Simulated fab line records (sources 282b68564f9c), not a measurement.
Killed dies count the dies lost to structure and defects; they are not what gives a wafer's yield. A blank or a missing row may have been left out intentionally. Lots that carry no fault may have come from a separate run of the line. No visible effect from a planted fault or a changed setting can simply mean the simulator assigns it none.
fab line records	flow ritCmos
[record] lots = 7	wafers = 21	lastDay = 7
route steps=202 shown REOX@99 NLDD@103 PLDD@114 SPACER@125 NSD@131 M1@202
lots that met no fault: taken from a fault-free run of the same line
startH: hours from the record's opening day to when the first of the lot's shown wafers began	waitH: hours from the lot's prior step to this one	" repeats the value in the row above	L1.1+2: several wafers, shown together as one row	- either no value or no given start	* or withheld: withheld	< > ~ a bound
route shown NAME@n: a module of which the file shows steps, and the number in the route of the first	usual: mean and standard deviation over wafers with no fault	same: alike in all rows	chamber/n: place in a boat	sites: each site's reading	_std_site: standard deviation across them	_edge_site: inner sites' mean taken away from outer sites' mean	radiusMm: for every site, how far away it sits from the centre of the wafer	mask NAME#n: copy n	behind: tool/chamber where the wafer was last shaped	hold: why the lot was held/for how many hours/how that ended	device: transistor that didn't switch, given as n, p or np	end of line: the tests these same wafers got at the end of their route	step lacking rows: just its recipe	killed: not the wafer's yield, but the dies lost to structure and defects at the first sort	map: a wafer's dies, marking killed ones x, the rest . and places with no die _
set.NAME: the setting the step ran with; set.NAME@STEP: the setting that earlier step ran with	model.NAME: the simulator's own value behind a step, which no gauge read
lots at selected steps of the route; one table per step, one row per wafer
services: when a tool's chamber went out of use (startH, in hours from the record's first day, below 0 if earlier), for how many hours, and the reason
[[steps]]
[step RIT_REOX_CLEAN_01]
[recipe] chemistry = dHF	dilution = 50:1	timeS = 30
[step RIT_REOX_CLEAN_02]
[recipe] chemistry = SC2	mix = 3:3:50	timeS = 600	tempC = 75	dry = n2Spin
[step RIT_REOX_OXIDATION_03]
[recipe] tempC = 900	ambient = O2	targetThkA = 252	oxTimeS = 5580
[step RIT_REOX_THK_MEAS_04]
[recipe] reads = SiO2_of_REOX_OXIDATION_03
[usual] REOX_OXIDE_THK = 25.5/0.41
lot.wafer	tool	chamber	startH	waitH	REOX_OXIDE_THK[nm]
L432.1	filmMetro-02	-	44.81	0.0	25.1
L432.2	"	-	"	"	25.4
L432.4	"	-	"	"	24.8
L436.1	filmMetro-03	-	65.72	0.0	26.1
L436.2	"	-	"	"	26.2
L436.5	"	-	"	"	26.2
L440.3	filmMetro-02	-	85.78	0.0	24.9
L440.4	"	-	"	"	24.5
L440.6	"	-	"	"	24.6
L441.1	filmMetro-02	-	90.58	0.0	25.8
L441.2	"	-	"	"	26.1
L441.5	"	-	"	"	25.6
L450.3	filmMetro-02	-	140.17	0.0	24.9
L450.4	"	-	"	"	25.2
L450.5	"	-	"	"	25.0
L452.1	filmMetro-03	-	149.19	0.0	25.2
L452.3	"	-	"	"	25.2
L452.4	"	-	"	"	25.5
L454.1	filmMetro-04	-	158.06	0.0	25.2
L454.5	"	-	"	"	25.3
L454.6	"	-	"	"	25.2
[step RIT_NLDD_HMDS_00]
[recipe] primeTimeS = 60	primeTempC = 140
[step RIT_NLDD_COAT_01]
[recipe] resist = NOVOLAK	spinRpm = 3250	resistThkNm = 1000
[step RIT_NLDD_SOFTBAKE_02]
[recipe] resist = NOVOLAK	tempC = 90	timeS = 60
[step RIT_NLDD_EXPOSE_03]
[recipe] maskId = M7	na = 0.57	targetCdNm = 40700	doseMj = 250
[step RIT_NLDD_PEB_04]
[recipe] resist = NOVOLAK	tempC = withheld	timeS = withheld
[step RIT_NLDD_DEVELOP_05]
[recipe] resist = NOVOLAK	developTimeS = 50	devTempC = 23
[step RIT_NLDD_OVL_MEAS_06]
[usual] NLDD_OVL = 0.6/1.3
lot.wafer	tool	chamber	startH	waitH	NLDD_OVL[nm]
L432.1	overlay-01	-	45.84	-	-1.1
L432.2	"	-	"	"	0.1
L432.4	"	-	"	"	-0.4
L436.1	overlay-02	-	66.76	-	-0.1
L436.2	"	-	"	"	-2.3
L436.5	"	-	"	"	-0.4
L440.3	overlay-02	-	86.68	-	-0.2
L440.4	"	-	"	"	-1.7
L440.6	"	-	"	"	-0.7
L441.1	overlay-01	-	91.49	-	0.5
L441.2	"	-	"	"	2.2
L441.5	"	-	"	"	0.9
L450.3	overlay-01	-	141.20	-	2.6
L450.4	"	-	"	"	1.9
L450.5	"	-	"	"	1.2
L452.1	overlay-01	-	150.10	-	0.4
L452.3	"	-	"	"	1.1
L452.4	"	-	"	"	-0.7
L454.1	overlay-02	-	159.18	-	1.4
L454.5	"	-	"	"	1.6
L454.6	"	-	"	"	1.1
[step RIT_NLDD_HARDBAKE_07]
[recipe] resist = NOVOLAK	tempC = 140	timeS = 60
[step RIT_NLDD_IMPLANT_08]
[recipe] species = P	energyKev = 20	doseCm2 = 5e+14	tiltDeg = 7
[usual] endStationPressureTorr = 6.3e-06/3.1e-07	faradayCurrentUA = 1572/33
lot.wafer	tool	chamber	startH	waitH	endStationPressureTorr	faradayCurrentUA
L432.1	implanter-04	0	46.03	0.1	6.6e-06	1576
L432.2	"	0	"	"	5.8e-06	1567
L432.4	"	0	"	"	6.3e-06	1552
L436.1	implanter-04	0	66.94	0.1	5.8e-06	1548
L436.2	"	0	"	"	5.8e-06	1551
L436.5	"	0	"	"	6.6e-06	1593
L436.1	implanter-04	0	67.26	0.3	5.9e-06	1551
L436.2	"	0	"	"	6.6e-06	1555
L436.5	"	0	"	"	6.2e-06	1545
L440.3	implanter-03	0	86.91	0.1	6.4e-06	1538
L440.4	"	0	"	"	6e-06	1577
L440.6	"	0	"	"	6.5e-06	1571
L440.3	implanter-03	0	87.22	0.3	6.8e-06	1521
L440.4	"	0	"	"	6.3e-06	1609
L440.6	"	0	"	"	6.3e-06	1550
L441.1	implanter-04	0	91.67	0.1	6.1e-06	1617
L441.2	"	0	"	"	6.5e-06	1562
L441.5	"	0	"	"	6e-06	1585
L441.1	implanter-04	0	91.99	0.3	6.6e-06	1585
L441.2	"	0	"	"	6.3e-06	1576
L441.5	"	0	"	"	6.1e-06	1534
L450.3	implanter-04	0	141.42	0.1	6e-06	1565
L450.4	"	0	"	"	6.4e-06	1612
L450.5	"	0	"	"	6e-06	1643
L452.1	implanter-03	0	150.29	0.1	6.3e-06	1576
L452.3	"	0	"	"	6.3e-06	1592
L452.4	"	0	"	"	6.4e-06	1543
L454.1	implanter-03	0	159.36	0.1	6.6e-06	1575
L454.5	"	0	"	"	6.4e-06	1556
L454.6	"	0	"	"	6.3e-06	1527
[step RIT_NLDD_STRIP_09]
[recipe] chemistry = O2	timeS = 180	resist = NOVOLAK	platenTempC = withheld	powerW = 500	pressureMtorr = 4000	o2FlowSccm = 4000
[usual] chamberPressureMTorr = 4000/3.7	drypumpMotorCurrentA = 5.43/0.23
lot.wafer	tool	chamber	startH	waitH	chamberPressureMTorr	drypumpMotorCurrentA	rfHoursCounterH
L432.1	plasmaAsher-04	0	46.18	0.1	3998	5.41	25
L432.2	"	1	"	"	3997	5.30	25
L432.4	"	0	"	"	4008	5.40	-
L436.1	plasmaAsher-03	0	67.41	0.1	4000	5.96	42
L436.2	"	1	"	"	4004	5.39	42
L436.5	"	1	"	"	3990	5.40	-
L440.3	plasmaAsher-04	0	87.38	0.1	4004	5.39	-
L440.4	"	1	"	"	3995	5.32	-
L440.6	"	1	"	"	3998	5.31	-
L441.1	plasmaAsher-01	0	92.14	0.1	4001	5.36	46
L441.2	"	1	"	"	4003	5.28	46
L441.5	"	0	"	"	4001	5.36	-
L450.3	plasmaAsher-03	1	141.58	0.1	4000	5.40	-
L450.4	"	0	"	"	4000	5.95	-
L450.5	"	0	"	"	4010	5.96	-
L452.1	plasmaAsher-01	1	150.44	0.1	4001	5.26	4
L452.3	"	1	"	"	4004	5.26	-
L452.4	"	0	"	"	3999	5.35	-
L454.1	plasmaAsher-04	1	159.51	0.1	4004	5.28	37
L454.5	"	1	"	"	4000	5.28	-
L454.6	"	0	"	"	4000	5.40	-
[step RIT_NLDD_TW_MEAS_10]
[usual] NLDD_TW = 2461/14
lot.wafer	tool	chamber	startH	waitH	NLDD_TW
L432.1	filmMetro-01	-	46.35	0.1	2468
L432.2	"	-	"	"	2469
L432.4	"	-	"	"	2482
L436.1	filmMetro-01	-	67.67	0.2	2880
L436.2	"	-	"	"	2896
L436.5	"	-	"	"	2891
L440.3	filmMetro-03	-	87.52	0.1	2925
L440.4	"	-	"	"	2926
L440.6	"	-	"	"	2927
L441.1	filmMetro-03	-	92.31	0.1	2947
L441.2	"	-	"	"	2935
L441.5	"	-	"	"	2935
L450.3	filmMetro-01	-	141.72	0.1	2443
L450.4	"	-	"	"	2434
L450.5	"	-	"	"	2449
L452.1	filmMetro-02	-	150.61	0.1	2451
L452.3	"	-	"	"	2454
L452.4	"	-	"	"	2457
L454.1	filmMetro-01	-	159.69	0.1	2461
L454.5	"	-	"	"	2454
L454.6	"	-	"	"	2460
[step RIT_PLDD_HMDS_00]
[recipe] primeTimeS = 60	primeTempC = 140
[step RIT_PLDD_COAT_01]
[recipe] resist = NOVOLAK	spinRpm = 3250	resistThkNm = 1000
[step RIT_PLDD_SOFTBAKE_02]
[recipe] resist = NOVOLAK	tempC = 90	timeS = 60
[step RIT_PLDD_EXPOSE_03]
[recipe] maskId = M8	na = 0.57	targetCdNm = 40900	doseMj = 250
[step RIT_PLDD_PEB_04]
[recipe] resist = NOVOLAK	tempC = withheld	timeS = withheld
[step RIT_PLDD_DEVELOP_05]
[recipe] resist = NOVOLAK	developTimeS = 50	devTempC = 23.98
[step RIT_PLDD_OVL_MEAS_06]
[usual] PLDD_OVL = 0.4/1.4
lot.wafer	tool	chamber	startH	waitH	PLDD_OVL[nm]
L432.1	overlay-01	-	47.31	-	-1.1
L432.2	"	-	"	"	-0.2
L432.4	"	-	"	"	-0.6
L436.1	overlay-02	-	68.89	-	0.8
L436.2	"	-	"	"	1.6
L436.5	"	-	"	"	2.6
L440.3	overlay-02	-	88.42	-	0.6
L440.4	"	-	"	"	1.4
L440.6	"	-	"	"	0.7
L441.1	overlay-01	-	93.22	-	-0.8
L441.2	"	-	"	"	1.1
L441.5	"	-	"	"	0.3
L450.3	overlay-01	-	142.75	-	1.6
L450.4	"	-	"	"	1.4
L450.5	"	-	"	"	1.6
L452.1	overlay-02	-	151.52	-	0.4
L452.3	"	-	"	"	-0.4
L452.4	"	-	"	"	1.7
L454.1	overlay-02	-	160.60	-	1.3
L454.5	"	-	"	"	1.6
L454.6	"	-	"	"	1.3
[step RIT_PLDD_HARDBAKE_07]
[recipe] resist = NOVOLAK	tempC = 140	timeS = 60
[step RIT_PLDD_IMPLANT_08]
[recipe] species = BF2	energyKev = 20	doseCm2 = 9e+14	tiltDeg = 7
[step RIT_PLDD_STRIP_09]
[recipe] chemistry = O2	timeS = 180	resist = NOVOLAK	platenTempC = withheld	powerW = 500	pressureMtorr = 4000	o2FlowSccm = 4000
[usual] chamberPressureMTorr = 4000/3.6	drypumpMotorCurrentA = 5.43/0.29
lot.wafer	tool	chamber	startH	waitH	chamberPressureMTorr	drypumpMotorCurrentA	rfHoursCounterH
L432.1	plasmaAsher-04	0	47.69	0.1	4001	5.39	25
L432.2	"	1	"	"	4003	5.31	25
L432.4	"	0	"	"	3997	5.39	-
L436.1	plasmaAsher-02	1	69.34	0.1	4002	5.72	45
L436.2	"	0	"	"	3996	5.01	45
L436.5	"	1	"	"	3994	5.68	-
L440.3	plasmaAsher-04	1	88.80	0.1	3999	5.29	-
L440.4	"	0	"	"	3996	5.39	-
L440.6	"	0	"	"	3995	5.37	-
L441.1	plasmaAsher-03	0	93.56	0.1	3998	5.98	45
L441.2	"	1	"	"	4003	5.38	45
L441.5	"	1	"	"	3996	5.38	-
L450.3	plasmaAsher-04	0	143.13	0.1	3996	5.39	-
L450.4	"	1	"	"	4003	5.29	-
L450.5	"	1	"	"	3995	5.30	-
L452.1	plasmaAsher-02	0	151.86	0.1	3996	4.98	53
L452.3	"	1	"	"	3998	5.65	-
L452.4	"	0	"	"	4000	4.99	-
L454.1	plasmaAsher-04	1	160.93	0.1	3999	5.30	37
L454.5	"	0	"	"	3999	5.40	-
L454.6	"	1	"	"	4004	5.27	-
[step RIT_PLDD_TW_MEAS_10]
[usual] PLDD_TW = 2321/18
lot.wafer	tool	chamber	startH	waitH	PLDD_TW
L432.1	filmMetro-03	-	47.87	0.1	2372
L432.2	"	-	"	"	2372
L432.4	"	-	"	"	2366
L436.1	filmMetro-01	-	69.51	0.1	2319
L436.2	"	-	"	"	2300
L436.5	"	-	"	"	2313
L440.3	filmMetro-01	-	88.94	0.1	2316
L440.4	"	-	"	"	2313
L440.6	"	-	"	"	2314
L441.1	filmMetro-01	-	93.73	0.1	2299
L441.2	"	-	"	"	2337
L441.5	"	-	"	"	2323
L450.3	filmMetro-02	-	143.27	0.1	2304
L450.4	"	-	"	"	2310
L450.5	"	-	"	"	2309
L452.1	filmMetro-02	-	152.03	0.1	2312
L452.3	"	-	"	"	2310
L452.4	"	-	"	"	2315
L454.1	filmMetro-01	-	161.11	0.1	2318
L454.5	"	-	"	"	2311
L454.6	"	-	"	"	2306
[step RIT_SPACER_CLEAN_00]
[recipe] chemistry = SC1	mix = 3:3:50	timeS = 600	tempC = 75
[step RIT_SPACER_CLEAN_01]
[recipe] chemistry = dHF	dilution = 50:1	timeS = 30
[step RIT_SPACER_CLEAN_02]
[recipe] chemistry = SC2	mix = 3:3:50	timeS = 600	tempC = 75	dry = n2Spin
[step RIT_SPACER_CVD_03]
[recipe] material = Si3N4	targetThkNm = 250	tempC = 810	precursor = SiH2Cl2/NH3	timeS = 3300	pressureMtorr = 300	sih2cl2FlowSccm = 60	nh3FlowSccm = 150
[step RIT_SPACER_THK_MEAS_04]
[recipe] reads = Si3N4_of_SPACER_CVD_03
[usual] SPACER_NITRIDE_THK = 248.8/2.8
lot.wafer	tool	chamber	startH	waitH	SPACER_NITRIDE_THK[nm]
L432.1	filmMetro-04	-	50.21	0.0	251.0
L432.2	"	-	"	"	252.1
L432.4	"	-	"	"	250.2
L436.1	filmMetro-03	-	73.53	0.0	246.5
L436.2	"	-	"	"	248.1
L436.5	"	-	"	"	247.6
L440.3	filmMetro-01	-	91.44	0.0	246.1
L440.4	"	-	"	"	246.3
L440.6	"	-	"	"	246.2
L441.1	filmMetro-03	-	96.11	0.0	254.5
L441.2	"	-	"	"	255.4
L441.5	"	-	"	"	251.8
L450.3	filmMetro-03	-	146.41	0.0	250.2
L450.4	"	-	"	"	252.0
L450.5	"	-	"	"	251.3
L452.1	filmMetro-03	-	154.39	0.0	248.0
L452.3	"	-	"	"	246.2
L452.4	"	-	"	"	246.3
L454.1	filmMetro-01	-	163.46	0.0	245.4
L454.5	"	-	"	"	245.9
L454.6	"	-	"	"	247.8
[step RIT_SPACER_ETCHBACK_05]
[recipe] targetDepthA = 2500	SF6_flow_sccm = 30	CHF3_flow_sccm = 30	target = Si3N4	chemistry = SF6/CHF3	pressureMtorr = 40	rfW = 250	timeS = 240	stopOn = SiO2
[usual] chamberPressureMTorr = 40.00/0.038	drypumpMotorCurrentA = 5.80/0.28	oesProductAu = 0.845/0.012	throttleValvePct = 10.27/0.12
lot.wafer	tool	chamber	startH	waitH	chamberPressureMTorr	drypumpMotorCurrentA	oesProductAu	rfHoursCounterH	throttleValvePct
L432.1	rieDiel-02	2	50.27	0.1	39.97	5.92	0.860	137	10.13
L432.2	"	1	"	"	39.97	5.90	0.846	96	10.32
L432.4	"	1	"	"	39.99	5.91	0.846	-	10.33
L436.1	rieDiel-03	2	73.59	0.1	39.99	5.51	0.846	69	10.17
L436.2	"	1	"	"	40.02	6.19	0.834	2	10.24
L436.5	"	1	"	"	39.99	6.22	0.823	-	10.25
L440.3	rieDiel-04	3	91.48	0.0	40.04	5.35	0.854	93	10.40
L440.4	"	1	"	"	39.95	5.45	0.836	108	10.26
L440.6	"	1	"	"	39.99	5.45	0.839	-	10.27
L441.1	rieDiel-03	1	96.17	0.1	39.90	6.22	0.850	2	10.23
L441.2	"	3	"	"	40.08	5.86	0.847	85	10.25
L441.5	"	1	"	"	40.02	6.23	0.845	-	10.23
L450.3	rieDiel-02	2	146.45	0.0	40.04	5.91	0.854	139	10.16
L450.4	"	0	"	"	40.00	5.60	0.840	48	10.48
L450.5	"	3	"	"	39.97	6.23	0.859	-	10.41
L452.1	rieDiel-04	1	154.45	0.1	39.97	5.45	0.846	109	10.25
L452.3	"	0	"	"	40.02	5.91	0.837	73	10.06
L452.4	"	2	"	"	39.98	5.66	0.845	6	10.24
L454.1	rieDiel-02	0	163.52	0.1	40.03	5.62	0.835	48	10.49
L454.5	"	2	"	"	39.98	5.86	0.851	-	10.13
L454.6	"	3	"	"	39.96	6.23	0.843	-	10.41
[step RIT_NSD_HMDS_00]
[recipe] primeTimeS = 60	primeTempC = 140
[step RIT_NSD_COAT_01]
[recipe] resist = NOVOLAK	spinRpm = 3250	resistThkNm = 1000
[step RIT_NSD_SOFTBAKE_02]
[recipe] resist = NOVOLAK	tempC = 90	timeS = 60
[step RIT_NSD_EXPOSE_03]
[recipe] maskId = M9	na = 0.57	targetCdNm = 40700	doseMj = 250
[step RIT_NSD_PEB_04]
[recipe] resist = NOVOLAK	tempC = withheld	timeS = withheld
[step RIT_NSD_DEVELOP_05]
[recipe] resist = NOVOLAK	developTimeS = 50	devTempC = 22.26
[step RIT_NSD_OVL_MEAS_06]
[usual] NSD_OVL = 2.1/1.4
lot.wafer	tool	chamber	startH	waitH	NSD_OVL[nm]
L432.1	overlay-01	-	51.27	-	3.4
L432.2	"	-	"	"	1.8
L432.4	"	-	"	"	2.3
L436.1	overlay-01	-	74.73	-	2.9
L436.2	"	-	"	"	4.1
L436.5	"	-	"	"	3.5
L440.3	overlay-01	-	92.49	-	1.7
L440.4	"	-	"	"	1.5
L440.6	"	-	"	"	0.5
L441.1	overlay-01	-	97.73	-	1.7
L441.2	"	-	"	"	1.1
L441.5	"	-	"	"	3.5
L450.3	overlay-01	-	147.77	-	3.3
L450.4	"	-	"	"	4.1
L450.5	"	-	"	"	2.1
L452.1	overlay-01	-	155.58	-	1.9
L452.3	"	-	"	"	4.6
L452.4	"	-	"	"	2.8
L454.1	overlay-02	-	164.64	-	0.8
L454.5	"	-	"	"	0.8
L454.6	"	-	"	"	1.6
[step RIT_NSD_HARDBAKE_07]
[recipe] resist = NOVOLAK	tempC = 140	timeS = 60
[step RIT_NSD_IMPLANT_08]
[recipe] species = P	energyKev = 25	doseCm2 = 9.903e+14	tiltDeg = 7
[step RIT_NSD_STRIP_09]
[recipe] chemistry = O2	timeS = 180	resist = NOVOLAK	platenTempC = withheld	powerW = 500	pressureMtorr = 4000	o2FlowSccm = 4000
[usual] chamberPressureMTorr = 4000/4.4	drypumpMotorCurrentA = 5.32/0.25
lot.wafer	tool	chamber	startH	waitH	chamberPressureMTorr	drypumpMotorCurrentA	rfHoursCounterH
L432.1	plasmaAsher-01	0	51.64	0.1	4000	5.34	42
L432.2	"	1	"	"	3993	5.28	42
L432.4	"	0	"	"	4003	5.36	-
L436.1	plasmaAsher-02	0	75.07	0.1	3999	4.98	45
L436.2	"	1	"	"	3996	5.64	45
L436.5	"	0	"	"	3993	5.00	-
L440.3	plasmaAsher-02	1	92.87	0.1	3999	5.59	-
L440.4	"	0	"	"	4003	4.99	-
L440.6	"	0	"	"	3997	5.01	-
L441.1	plasmaAsher-04	1	98.06	0.1	3998	5.31	31
L441.2	"	0	"	"	4000	5.37	31
L441.5	"	0	"	"	4001	5.39	-
L450.3	plasmaAsher-02	0	148.15	0.1	4000	4.99	-
L450.4	"	1	"	"	3999	5.65	-
L450.5	"	1	"	"	4001	5.61	-
L452.1	plasmaAsher-02	1	155.91	0.1	3995	5.63	54
L452.3	"	1	"	"	4003	5.63	-
L452.4	"	0	"	"	3993	5.01	-
L454.1	plasmaAsher-02	1	164.98	0.1	4006	5.68	55
L454.5	"	1	"	"	4010	5.63	-
L454.6	"	0	"	"	3996	5.01	-
[step RIT_SDANNEAL_RS_MEAS_07]
[recipe] thkMeasGauge = four-point-probe
[usual] NLDD_RS = 151.7/0.57
lot.wafer	tool	chamber	startH	waitH	NLDD_RS[ohm/sq]
L432.1	filmMetro-03	-	54.20	0.1	151.4
L432.2	"	-	"	"	152.0
L432.4	"	-	"	"	152.2
L436.1	filmMetro-03	-	78.83	1.0	86.4
L436.2	"	-	"	"	86.5
L436.5	"	-	"	"	86.4
L440.3	filmMetro-03	-	95.33	0.1	86.3
L440.4	"	-	"	"	86.5
L440.6	"	-	"	"	86.6
L441.1	filmMetro-03	-	101.40	0.1	86.1
L441.2	"	-	"	"	86.4
L441.5	"	-	"	"	86.6
L450.3	filmMetro-03	-	150.72	0.1	150.8
L450.4	"	-	"	"	151.3
L450.5	"	-	"	"	151.2
L452.1	filmMetro-03	-	158.35	0.1	151.4
L452.3	"	-	"	"	151.4
L452.4	"	-	"	"	151.0
L454.1	filmMetro-03	-	167.44	0.1	151.4
L454.5	"	-	"	"	152.2
L454.6	"	-	"	"	151.9
[step RIT_M1_PROBE_99]
[usual] killedAtContacts = 0.1/0.25	killedAtFrontEnd = 7/3.1	killedDies = 7/3.1	killedOpen = 3.6/2	killedShort = 3.5/2
[same] grossDies = 264	killed_at_M0_to_M3 = 0	killed_at_M4_up = 0	killedAtBackSide = 0	killedAtOther = 0
lot.wafer	tool	chamber	startH	waitH	killedAtContacts	killedAtFrontEnd	killedDies	killedOpen	killedShort
L432.1	prober-01	-	61.39	0.1	1	3	4	3	1
L432.2	prober-01	-	61.44	0.1	0	9	9	3	6
L432.4	prober-01	-	61.54	0.2	0	2	2	1	1
L436.1	prober-01	-	87.46	0.1	0	10	10	6	4
L436.2	prober-01	-	87.51	0.1	0	10	10	8	2
L436.5	prober-01	-	87.66	0.2	0	6	6	4	2
L441.1	prober-02	-	109.87	0.1	0	7	7	4	3
L441.2	prober-02	-	109.92	0.1	0	7	7	3	4
L441.5	prober-02	-	110.07	0.2	0	7	7	3	4
L450.3	prober-01	-	157.71	0.2	0	9	9	6	3
L450.4	prober-01	-	157.76	0.2	0	5	5	2	3
L450.5	prober-01	-	157.81	0.2	0	7	7	2	5
L454.1	prober-01	-	174.33	0.1	0	5	5	3	2
L454.5	prober-01	-	174.53	0.2	0	4	4	1	3
L454.6	prober-01	-	174.58	0.2	1	12	13	9	4
// killed by level:class
L432.1 FOX1:geometricParticle:open=1 GATE:geometricParticle:short=1 SILICIDE:geometricParticle:open=1 CONTACT:geometricParticle:open=1
L432.2 GATE:geometricParticle:short=3 SPACER:geometricParticle:short=2 FOX2:geometricParticle:short=1 GATE:geometricParticle:open=1 REOX:geometricParticle:open=1 SPACER:geometricParticle:open=1
L432.4 GATE:geometricParticle:open=1 SPACER:geometricParticle:short=1
L436.1 FOX1:geometricParticle:short=2 GATE:geometricParticle:open=2 FOX1:geometricParticle:open=1 FOX2:geometricParticle:open=1 GATE:geometricParticle:short=1 REOX:geometricParticle:open=1 REOX:geometricParticle:short=1 SILICIDE:geometricParticle:open=1
L436.2 REOX:geometricParticle:open=3 GATE:geometricParticle:open=2 FOX1:geometricParticle:open=1 FOX2:geometricParticle:open=1 REOX:geometricParticle:short=1 SILICIDE:geometricParticle:short=1 SILICIDE:geometricParticle:open=1
L436.5 GATE:geometricParticle:short=2 REOX:geometricParticle:open=2 FOX1:geometricParticle:open=1 SILICIDE:geometricParticle:open=1
L441.1 FOX1:geometricParticle:short=2 FOX2:geometricParticle:open=1 GATE:geometricParticle:open=1 REOX:geometricParticle:short=1 REOX:geometricParticle:open=1 SILICIDE:geometricParticle:open=1
L441.2 SILICIDE:geometricParticle:open=2 FOX1:geometricParticle:open=1 FOX2:geometricParticle:short=1 GATE:geometricParticle:short=1 REOX:geometricParticle:short=1 SILICIDE:geometricParticle:short=1
L441.5 GATE:geometricParticle:short=2 FOX1:geometricParticle:short=1 GATE:geometricParticle:open=1 REOX:geometricParticle:open=1 SPACER:geometricParticle:short=1 SILICIDE:geometricParticle:open=1
L450.3 GATE:geometricParticle:open=4 FOX1:geometricParticle:open=1 FOX2:geometricParticle:short=1 GATE:geometricParticle:short=1 SPACER:geometricParticle:short=1 SPACER:geometricParticle:open=1
L450.4 SPACER:geometricParticle:open=2 FOX1:geometricParticle:short=1 GATE:geometricParticle:short=1 SPACER:geometricParticle:short=1
L450.5 SPACER:geometricParticle:short=2 GATE:geometricParticle:short=2 REOX:geometricParticle:short=1 REOX:geometricParticle:open=1 SPACER:geometricParticle:open=1
L454.1 FOX1:geometricParticle:short=2 GATE:geometricParticle:open=1 SPACER:geometricParticle:open=1 SILICIDE:geometricParticle:open=1
L454.5 GATE:geometricParticle:short=3 SPACER:geometricParticle:open=1
L454.6 GATE:geometricParticle:open=6 FOX1:geometricParticle:open=1 FOX2:geometricParticle:open=1 FOX2:geometricParticle:short=1 GATE:geometricParticle:short=1 SPACER:geometricParticle:short=1 SILICIDE:geometricParticle:short=1 CONTACT:geometricParticle:open=1
[[services]]
tool	chamber	startH	hours	kind
rieDiel-02	0	29.21	22.4	repair
plasmaAsher-04	-	30.46	1.8	repair
rieDiel-04	2	39.99	5.4	repair
rieDiel-04	2	52.61	22.1	repair
rieDiel-02	3	54.94	3.4	repair
rieDiel-04	0	58.21	4.0	repair
plasmaAsher-04	-	59.66	0.8	repair
implanter-03	-	72.95	3.6	repair
rieDiel-02	-	74.91	2.8	pm
implanter-04	-	77.54	1.0	repair
plasmaAsher-01	-	77.77	2.8	pm
implanter-04	-	81.70	2.8	repair
rieDiel-03	0	93.90	-	clean
plasmaAsher-02	-	105.46	2.7	repair
plasmaAsher-01	-	108.75	9.0	pm
plasmaAsher-01	0	108.75	9.0	ventCycle
plasmaAsher-01	1	108.75	9.0	ventCycle
rieDiel-04	0	110.72	3.3	repair
plasmaAsher-01	0	117.75	-	clean
plasmaAsher-01	1	117.75	-	clean
rieDiel-02	0	121.05	3.6	repair
implanter-03	-	135.18	6.8	repair
plasmaAsher-03	-	142.47	3.9	repair
plasmaAsher-02	-	143.78	2.8	repair
[[key]]
[firstSign] step = RIT_NLDD_IMPLANT_08	reading = visit	direction = added
[effect] step = RIT_NLDD_TW_MEAS_10	reading = NLDD_TW	direction = up	sigmas = 33	usual = 2461	struck = 2918
[effect] step = RIT_SDANNEAL_RS_MEAS_07	reading = NLDD_RS	direction = down	sigmas = 99+	usual = 151.7	struck = 86.4
metAt RIT_NLDD_IMPLANT_08
struckWafers L436.1,L436.2,L436.5,L440.3,L440.4,L440.6,L441.1,L441.2,L441.5
testerLeftOut L436,L440,L441
[fault] kind = repeatedStepWhole	tool = implanter-02,implanter-03,implanter-04	chamber = -	onsetH = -	steps = RIT_NLDD_IMPLANT_08	times = 1	scope = struckLotsOnly
// testerLeftOut: of these lots the tester's yield and bins aren't shown, on N5 and GAA mostly nor the transistor test; their killed dies are dies lost to structure and defects alone, not to doping, threshold or leakage, so they don't give the yield
